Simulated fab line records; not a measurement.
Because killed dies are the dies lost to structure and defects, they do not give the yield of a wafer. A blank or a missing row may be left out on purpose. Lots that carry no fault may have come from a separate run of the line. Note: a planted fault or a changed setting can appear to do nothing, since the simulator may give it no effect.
fab line records + flow rit-cmos
[record]
- lots = 14
- wafers = 42
- last-day = 7
route steps=202 shown PWELL@46 M1@202
lots with no fault: from the same line, run without faults
start-h: the number of hours between the record's first day and the start of the first shown wafer of the lot + wait-h: time in hours since the lot's previous step + " unchanged from the row above + L1.1+2: several wafers, shown together as one row + - no value, or no start given + * or withheld: withheld + < > ~ a bound
route shown NAME@n: a module of which the file shows steps, and the number in the route of the first + usual: the fault-free wafers' mean and standard deviation + same: alike in all rows + chamber/n: place in a boat + sites: each site's reading + _std_site: the values' standard deviation + _edge_site: outer sites' mean less inner sites' + radius-mm: for every site, how far away it sits from the centre of the wafer + mask NAME#n: copy n + behind: the most recent tool/chamber to have shaped the wafer + hold: why the lot was held/for how many hours/how that ended + device: names the non-switching transistor (n, p or np) + end of line: the same wafers' tests at the end of the route + a step with no rows: only its recipe + killed: dies lost to structure and defects at the first sort, not the wafer's yield + map: shows each die of a wafer: x if killed, . if not, _ if none is there
set.NAME: the setting that was run; set.NAME@STEP: the one run at that earlier step + model.NAME: the simulator's own value behind a step, which no gauge read
a sample of lots followed through the steps of the route, with each step as a table and each wafer as a row
[[steps]]
[step RIT_PWELL_HARDBAKE_07]
[recipe]
- resist = NOVOLAK
- temp-c = 140
- time-s = 120
[usual]
- heater-power-total-W = 52.02/0.068
- plate-temp-C = 139.98/0.14
| lot.wafer | tool           | chamber | start-h | wait-h | heater-power-total-W | plate-temp-C |
|-----------|----------------|---------|---------|--------|----------------------|--------------|
| L241.3    | litho-track-02 | 0       | 24.54   | 0.1    | 52.09                | 140.05       |
| L241.4    | "              | 0       | "       | "      | 52.04                | 139.75       |
| L241.5    | "              | 0       | "       | "      | 51.92                | 140.03       |
| L243.1    | litho-track-01 | 0       | 35.15   | 0.0    | 51.90                | 140.25       |
| L243.5    | "              | 0       | "       | "      | 52.06                | 140.09       |
| L243.6    | "              | 0       | "       | "      | 51.93                | 140.26       |
| L244.2    | litho-track-02 | 0       | 39.36   | 0.1    | 52.02                | 139.88       |
| L244.4    | "              | 0       | "       | "      | 52.13                | 139.75       |
| L244.6    | "              | 0       | "       | "      | 51.94                | 140.06       |
| L247.1    | litho-track-04 | 0       | 53.36   | 0.0    | 52.07                | 139.92       |
| L247.2    | "              | 0       | "       | "      | 52.08                | 139.75       |
| L247.4    | "              | 0       | "       | "      | 52.00                | 139.93       |
| L251.2    | litho-track-02 | 0       | 75.47   | 0.1    | 53.81                | 143.95       |
| L251.5    | "              | 0       | "       | "      | 53.92                | 143.69       |
| L251.6    | "              | 0       | "       | "      | 53.93                | 143.99       |
| L252.1    | litho-track-02 | 0       | 78.29   | 0.0    | 53.94                | 143.71       |
| L252.2    | "              | 0       | "       | "      | 53.89                | 143.82       |
| L252.6    | "              | 0       | "       | "      | 53.98                | 143.50       |
| L253.1    | litho-track-04 | 0       | 84.47   | 0.0    | 52.16                | 139.98       |
| L253.4    | "              | 0       | "       | "      | 51.91                | 139.90       |
| L253.6    | "              | 0       | "       | "      | 52.04                | 139.88       |
| L255.1    | litho-track-04 | 0       | 94.32   | 0.0    | 52.09                | 139.90       |
| L255.4    | "              | 0       | "       | "      | 51.96                | 140.05       |
| L255.6    | "              | 0       | "       | "      | 52.05                | 139.97       |
| L256.2    | litho-track-01 | 0       | 97.87   | 0.1    | 52.08                | 139.90       |
| L256.4    | "              | 0       | "       | "      | 51.98                | 139.96       |
| L256.5    | "              | 0       | "       | "      | 52.04                | 140.17       |
| L257.1    | litho-track-04 | 0       | 105.10  | 0.1    | 52.06                | 139.89       |
| L257.2    | "              | 0       | "       | "      | 52.08                | 139.90       |
| L257.4    | "              | 0       | "       | "      | 52.00                | 139.77       |
| L258.1    | litho-track-04 | 0       | 109.22  | 0.0    | 52.07                | 139.79       |
| L258.5    | "              | 0       | "       | "      | 51.97                | 139.82       |
| L258.6    | "              | 0       | "       | "      | 52.06                | 140.15       |
| L259.1    | litho-track-04 | 0       | 113.59  | 0.0    | 51.96                | 139.72       |
| L259.2    | "              | 0       | "       | "      | 52.09                | 139.89       |
| L259.4    | "              | 0       | "       | "      | 51.96                | 139.91       |
| L261.1    | litho-track-01 | 0       | 122.96  | 0.1    | 52.10                | 140.01       |
| L261.2    | "              | 0       | "       | "      | 51.95                | 139.90       |
| L261.6    | "              | 0       | "       | "      | 52.12                | 140.04       |
| L262.1    | litho-track-04 | 0       | 128.39  | 0.0    | 51.96                | 139.84       |
| L262.3    | "              | 0       | "       | "      | 52.01                | 139.93       |
| L262.4    | "              | 0       | "       | "      | 52.06                | 139.86       |
[step RIT_M1_PROBE_99]
[usual]
- killed-at-contacts = 0.1/0.3
- killed-at-front-end = 7/3.4
- killed-dies = 7/3.4
- killed-open = 3.6/2.1
- killed-short = 3.5/2.1
[same]
- gross-dies = 264
- killed_at_M0_to_M3 = 0
- killed_at_M4_up = 0
- killed-at-back-side = 0
- killed-at-other = 0
| lot.wafer | tool      | chamber | start-h | wait-h | killed-at-contacts | killed-at-front-end | killed-dies | killed-open | killed-short |
|-----------|-----------|---------|---------|--------|--------------------|---------------------|-------------|-------------|--------------|
| L241.3    | prober-01 | -       | 59.57   | 0.2    | 0                  | 5                   | 5           | 0           | 5            |
| L241.4    | prober-01 | -       | 59.62   | 0.2    | 0                  | 2                   | 2           | 2           | 0            |
| L241.5    | prober-01 | -       | 59.67   | 0.2    | 0                  | 10                  | 10          | 2           | 8            |
| L259.1    | prober-01 | -       | 155.56  | 0.1    | 0                  | 3                   | 3           | 2           | 1            |
| L259.2    | prober-01 | -       | 155.61  | 0.1    | 0                  | 3                   | 3           | 2           | 1            |
| L259.4    | prober-01 | -       | 155.71  | 0.2    | 0                  | 2                   | 2           | 1           | 1            |
| L262.1    | prober-01 | -       | 167.98  | 0.1    | 0                  | 7                   | 7           | 5           | 2            |
| L262.3    | prober-01 | -       | 168.08  | 0.2    | 0                  | 7                   | 7           | 5           | 2            |
| L262.4    | prober-01 | -       | 168.13  | 0.2    | 0                  | 9                   | 9           | 4           | 5            |
// killed by level:class
L241.3 SPACER:geometric-particle:short=3 GATE:geometric-particle:short=2
L241.4 FOX2:geometric-particle:open=1 GATE:geometric-particle:open=1
L241.5 GATE:geometric-particle:short=2 SPACER:geometric-particle:short=2 FOX1:geometric-particle:short=1 FOX1:geometric-particle:open=1 FOX2:geometric-particle:short=1 REOX:geometric-particle:short=1 REOX:geometric-particle:open=1 SILICIDE:geometric-particle:short=1
L259.1 FOX2:geometric-particle:open=1 FOX2:geometric-particle:short=1 SILICIDE:geometric-particle:open=1
L259.2 REOX:geometric-particle:open=1 REOX:geometric-particle:short=1 SILICIDE:geometric-particle:open=1
L259.4 FOX1:geometric-particle:open=1 SILICIDE:geometric-particle:short=1
L262.1 GATE:geometric-particle:open=4 GATE:geometric-particle:short=2 SILICIDE:geometric-particle:open=1
L262.3 GATE:geometric-particle:open=4 SPACER:geometric-particle:short=2 ACTIVE:geometric-particle:open=1
L262.4 GATE:geometric-particle:open=3 GATE:geometric-particle:short=2 FOX1:geometric-particle:short=1 FOX2:geometric-particle:short=1 REOX:geometric-particle:open=1 SILICIDE:geometric-particle:short=1
[[key]]
[first-sign]
- step = RIT_PWELL_HARDBAKE_07
- reading = heater-power-total-W
- direction = up
- sigmas = 28
- usual = 52.02
- struck = 53.91
[effect]
- step = RIT_PWELL_HARDBAKE_07
- reading = plate-temp-C
- direction = up
- sigmas = 27
- usual = *
- struck = *
met-at RIT_PWELL_HARDBAKE_07
struck-lots L251,L252
tester-left-out L251,L252
onset-between 39.36 75.47
[fault]
- kind = process-parameter-drift
- tool = litho-track-02
- chamber = -
- onset-h = 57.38
- steps = RIT_PWELL_HARDBAKE_07
- channel = temp-c
- offset = *
- shape = step
- end-h = 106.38
- acts-in = *
- stated = *
// tester-left-out: of these lots the tester's yield and bins aren't shown, on N5 and GAA mostly nor the transistor test; their killed dies are dies lost to structure and defects alone, not to doping, threshold or leakage, so they don't give the yield
